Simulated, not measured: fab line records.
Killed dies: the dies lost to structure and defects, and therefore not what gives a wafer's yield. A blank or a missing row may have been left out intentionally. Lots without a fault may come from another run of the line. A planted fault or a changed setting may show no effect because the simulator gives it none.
Chamber matching | flow ritCmos | rieSi-02 running RIT_GATE_ETCH_19: 4 sister chambers
The step etches poly-Si in SF6/CHF3/O2, stops on SiO2, time 165 s, target depth 312.5 nm. 4 wafers are shown with their chamber, then 7 later ones without.

== EACH WAFER AND ITS CHAMBER ==
wafer  | chamber | throttleValvePct (%)
L422.4 | 1       | 10.29
L428.3 | 2       | 10.06
L430.1 | 3       | 10.51
L430.2 | 0       | 10.20

== WAFERS WITHOUT THEIR CHAMBER ==
wafer  | throttleValvePct (%)
L430.6 | 10.28
L432.3 | 10.08
L432.4 | 10.19
L432.5 | 10.28
L440.2 | 10.52
L440.3 | 10.05
L440.5 | 10.05

== WHICH CHAMBER EACH WENT THROUGH ==
wafer  | from the rows above | in truth
L430.6 | 1                   | 1
L432.3 | 2                   | 2
L432.4 | 0                   | 0
L432.5 | 1                   | 1
L440.2 | 3                   | 3
L440.3 | 2                   | 2
L440.5 | 2                   | 2
Correct placement for 7 of the 7. Not placeable from these rows: 0. Number placed wrongly: 0.
How it was worked out, from the rows above alone: a wafer's distance from a chamber is the root of the sum, over the readings, of the square of ((its reading less the chamber's mean) divided by the reading's scatter). If the next closest chamber is less than 2 further off than the closest, the wafer can't be placed; otherwise it belongs to the closest. A chamber's mean is the mean of its shown wafers. The scatter (one wafer shown for each chamber): square how far every hidden wafer sits from the nearest shown wafer, average those squares and take the square root.
